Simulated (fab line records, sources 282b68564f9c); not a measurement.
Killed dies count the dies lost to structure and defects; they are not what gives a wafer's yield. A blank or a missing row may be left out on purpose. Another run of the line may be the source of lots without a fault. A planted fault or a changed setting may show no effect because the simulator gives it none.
The tool behind it: which one? -- flow rit_cmos -- 42 wafers from 14 lots sampled at 6 of the route's 202 steps

## WHAT EACH GAUGE READ, for each wafer
RIT_PSD_TW_MEAS_10.
lot,measured,on,PSD_TW
L507,day 3 04:38,film_metro-04,3443 3440 3442
L509,day 3 16:47,film_metro-04,3427 3438 3441
L511,day 4 02:19,film_metro-04,3419 3421 3429
L512,day 4 03:32,film_metro-04,3421 3416 3414
L513,day 4 07:01,film_metro-04,3413 3433 3410
L518,day 5 09:32,film_metro-04,3580 3592 3564
L519,day 5 14:49,film_metro-01,3617 3576 3596
L520,day 5 19:17,film_metro-04,3429 3437 3413
L522,day 6 04:21,film_metro-01,3450 3467 3454
L525,day 6 19:20,film_metro-01,3447 3433 3444
L526,day 6 23:59,film_metro-03,3451 3427 3422
L528,day 7 21:51,film_metro-01,3455 3431 3463
L529,day 8 03:32,film_metro-03,3459 3425 3444
L530,day 8 04:58,film_metro-03,3446 3446 3425

RIT_SDANNEAL_RS_MEAS_04: uses a four-point probe to measure.
lot,measured,on,PSD_RS (ohm/sq)
L507,day 3 05:08,film_metro-03,115.9 115.8 115.8
L509,day 3 17:17,film_metro-03,115.6 115.8 115.9
L511,day 4 02:48,film_metro-01,116.0 115.8 116.0
L512,day 4 04:02,film_metro-04,115.9 115.7 116.0
L513,day 4 07:30,film_metro-01,115.8 115.8 115.7
L518,day 5 10:07,film_metro-01,108.1 108.4 107.8
L519,day 5 15:19,film_metro-04,108.1 108.1 108.0
L520,day 5 19:53,film_metro-03,116.1 115.7 115.7
L522,day 6 04:52,film_metro-04,115.9 115.9 115.5
L525,day 6 19:52,film_metro-04,116.1 116.2 115.6
L526,day 7 00:30,film_metro-01,115.9 115.9 116.2
L528,day 7 22:22,film_metro-01,116.4 116.4 116.3
L529,day 8 04:03,film_metro-01,116.1 115.8 115.7
L530,day 8 05:28,film_metro-01,115.6 115.4 115.9

RIT_CONTACT_THK_MEAS_01.
lot,measured,on,CONTACT_TEOS_THK (nm)
L507,day 3 06:10,film_metro-01,392 400 407
L509,day 3 18:20,film_metro-01,391 390 395
L511,day 4 03:50,film_metro-03,394 391 396
L512,day 4 05:04,film_metro-03,388 395 392
L513,day 4 08:32,film_metro-03,391 404 397
L518,day 5 11:13,film_metro-02,396 400 392
L519,day 5 16:26,film_metro-01,400 388 402
L520,day 5 20:58,film_metro-01,384 388 398
L522,day 6 05:55,film_metro-02,396 385 401
L525,day 6 20:54,film_metro-03,395 405 394
L526,day 7 01:32,film_metro-01,387 389 394
L528,day 7 23:25,film_metro-01,387 391 395
L529,day 8 05:06,film_metro-02,391 387 396
L530,day 8 06:31,film_metro-03,397 393 405

## WHICH TOOL RAN EACH LOT (tool, then ch and the chambers of the sampled wafers, then the start)
lot,RIT_PSD_IMPLANT_08,RIT_SILICIDE_RTA_04,RIT_SILICIDE_RTA_06
L507,"implanter-04 ch 0, day 3 04:20","rtp_anneal-01 ch 0, day 3 05:56","rtp_anneal-02 ch 0, day 3 06:03"
L509,"implanter-03 ch 0, day 3 16:29","rtp_anneal-01 ch 0, day 3 18:06","rtp_anneal-02 ch 0, day 3 18:13"
L511,"implanter-04 ch 0, day 4 02:00","rtp_anneal-01 ch 0, day 4 03:37","rtp_anneal-02 ch 0, day 4 03:44"
L512,"implanter-04 ch 0, day 4 03:14","rtp_anneal-02 ch 0, day 4 04:50","rtp_anneal-01 ch 0, day 4 04:57"
L513,"implanter-04 ch 0, day 4 06:42","rtp_anneal-01 ch 0, day 4 08:19","rtp_anneal-02 ch 0, day 4 08:26"
L518,"implanter-04 ch 0, day 5 09:12","rtp_anneal-02 ch 0, day 5 10:56","rtp_anneal-01 ch 0, day 5 11:03"
L519,"implanter-04 ch 0, day 5 14:29","rtp_anneal-01 ch 0, day 5 16:08","rtp_anneal-02 ch 0, day 5 16:19"
L520,"implanter-01 ch 0, day 5 18:59","rtp_anneal-02 ch 0, day 5 20:41","rtp_anneal-01 ch 0, day 5 20:49"
L522,"implanter-01 ch 0, day 6 04:02","rtp_anneal-02 ch 0, day 6 05:41","rtp_anneal-01 ch 0, day 6 05:48"
L525,"implanter-01 ch 0, day 6 19:02","rtp_anneal-01 ch 0, day 6 20:40","rtp_anneal-02 ch 0, day 6 20:47"
L526,"implanter-01 ch 0, day 6 23:41","rtp_anneal-02 ch 0, day 7 01:19","rtp_anneal-01 ch 0, day 7 01:26"
L528,"implanter-03 ch 0, day 7 21:31","rtp_anneal-02 ch 0, day 7 23:11","rtp_anneal-01 ch 0, day 7 23:18"
L529,"implanter-03 ch 0, day 8 03:12","rtp_anneal-01 ch 0, day 8 04:52","rtp_anneal-02 ch 0, day 8 04:59"
L530,"implanter-03 ch 0, day 8 04:39","rtp_anneal-02 ch 0, day 8 06:17","rtp_anneal-01 ch 0, day 8 06:23"
- RIT_PSD_IMPLANT_08
- RIT_SILICIDE_RTA_04: time 10 s, ramp up 5 s, ramp down 5 s.
- RIT_SILICIDE_RTA_06: time 10 s, ramp up 5 s, ramp down 10 s.

## AS READ BY THE TOOLS THEMSELVES (means over the sampled wafers that have a number; for cases with no such wafer, the mark the record gives instead)
RIT_PSD_IMPLANT_08.
lot,tool,beam_on_s (s),dose_ions_cm2
L507,implanter-04,10.7,4.992e+15
L509,implanter-03,14.6,4.999e+15
L511,implanter-04,10.5,4.998e+15
L512,implanter-04,10.6,5.003e+15
L513,implanter-04,10.6,5.005e+15
L518,implanter-04,19.9,9.493e+15
L519,implanter-04,20.2,9.495e+15
L520,implanter-01,12.5,5.001e+15
L522,implanter-01,12.7,5.005e+15
L525,implanter-01,12.4,5.005e+15
L526,implanter-01,12.5,4.997e+15
L528,implanter-03,14.9,5.000e+15
L529,implanter-03,15.0,4.992e+15
L530,implanter-03,14.8,5.000e+15

RIT_SILICIDE_RTA_04.
lot,tool,wafer_temp_C_max
L507,rtp_anneal-01,651.5
L509,rtp_anneal-01,652.0
L511,rtp_anneal-01,652.0
L512,rtp_anneal-02,654.5
L513,rtp_anneal-01,651.9
L518,rtp_anneal-02,654.6
L519,rtp_anneal-01,652.2
L520,rtp_anneal-02,654.0
L522,rtp_anneal-02,653.3
L525,rtp_anneal-01,651.9
L526,rtp_anneal-02,655.1
L528,rtp_anneal-02,654.0
L529,rtp_anneal-01,652.4
L530,rtp_anneal-02,654.0

RIT_SILICIDE_RTA_06.
lot,tool,wafer_temp_C_max
L507,rtp_anneal-02,754.3
L509,rtp_anneal-02,754.5
L511,rtp_anneal-02,755.0
L512,rtp_anneal-01,752.4
L513,rtp_anneal-02,755.5
L518,rtp_anneal-01,752.2
L519,rtp_anneal-02,754.4
L520,rtp_anneal-01,751.8
L522,rtp_anneal-01,752.8
L525,rtp_anneal-02,754.4
L526,rtp_anneal-01,753.2
L528,rtp_anneal-01,752.5
L529,rtp_anneal-02,754.5
L530,rtp_anneal-01,752.4

## THE ANSWER, worked out from the rows above alone
Rule: usual is defined by the lots themselves. Put in order of their means at a reading, lots are off if they are a third of the lots or fewer, leave a main group of 4 or more, and stand apart from it by a gap of 3 or more times the standard deviation of the main group's means; of several such gaps the widest counts. A main group whose means are all the same, to the digits that the tables above print for the reading, isn't used. Also off: a lot with no number at a reading for which 4 or more lots have one. Where the step has rows for the other lots, those lots are counted as sound. The gauges are gone through in route order, then the tools' own readings, and for those a lot's mean is taken as printed above. At the first step where some lot is off, the reading lying furthest off is the one used; lots without a number count as furthest.
Off: L518, L519, at RIT_PSD_TW_MEAS_10 (PSD_TW). The main group has a mean of 3435 with a standard deviation of 12.
If a tool, at a process step before that reading, ran all the lots that are off and no sound lot after the first of them, it fits. Not tried: the gauges at RIT_PSD_TW_MEAS_10; whatever is off there is also off at RIT_PSD_IMPLANT_08, on other tools, and gauge error can't account for it. One fits: implanter-04 at RIT_PSD_IMPLANT_08. Its last sound lot is L513 (day 4 06:42), its first lot that is off L518 (day 5 09:12): a fault that began between those two fits.
The tool's own readings at RIT_PSD_IMPLANT_08 bear it out: on the lots that are off they differ by more than 5 times the standard deviation of the sound lots' means. dose_ions_cm2 reads 9.494e+15 there against 5.000e+15 on the sound lots.

## WHAT THE SIMULATOR PUT IN
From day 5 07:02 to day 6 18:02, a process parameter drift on implanter-04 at RIT_PSD_IMPLANT_08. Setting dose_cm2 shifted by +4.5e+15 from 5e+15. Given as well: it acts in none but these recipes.
Lots struck among those shown: L518, L519. The rule given above showed the same thing.
